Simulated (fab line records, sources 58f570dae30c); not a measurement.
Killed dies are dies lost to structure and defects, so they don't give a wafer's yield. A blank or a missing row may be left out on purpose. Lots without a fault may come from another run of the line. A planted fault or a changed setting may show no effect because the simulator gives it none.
Chamber matching | flow berkeley_cmos170 | UCB170_V1_CMP_02 on cmp-01: 4 sister chambers
The step polishes SiO2. 4 wafers are shown with their chamber, then 8 later ones without.

WAFERS WITH THEIR CHAMBER
wafer  | chamber | motor_current_A (A)
L877.3 | 1       | 17.7
L891.3 | 0       | 14.9
L891.6 | 3       | 18.2
L894.2 | 2       | 17.8

WAFERS WITHOUT THEIR CHAMBER
wafer  | motor_current_A (A)
L894.3 | 14.9
L894.5 | 18.0
L896.4 | 15.3
L896.5 | 18.3
L896.6 | 14.8
L899.1 | 17.6
L899.2 | 14.5
L899.4 | 16.8

WHICH CHAMBER EACH WENT THROUGH
wafer  | from the rows above          | in truth
L894.3 | 0                            | 0
L894.5 | can't be placed: 2 or 3 or 1 | 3
L896.4 | 0                            | 0
L896.5 | can't be placed: 3 or 2 or 1 | 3
L896.6 | 0                            | 0
L899.1 | can't be placed: 1 or 2 or 3 | 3
L899.2 | 0                            | 0
L899.4 | can't be placed: 1 or 2 or 3 | 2
Placed correctly: 4 of 8. Can't be placed from these rows: 4 (the true chamber is among the candidates in 4). Placed wrongly: 0.
How it was worked out, from the rows above alone: a wafer's distance from a chamber is the root of the sum, over the readings, of the square of ((its reading less the chamber's mean) divided by the reading's scatter). The wafer belongs to the nearest chamber; if the next one is less than 2 further off, it can't be placed. A chamber's mean is the mean of its shown wafers. The scatter: with one shown wafer a chamber, the root of the mean of the squares of how far each hidden wafer lies from its nearest shown one.
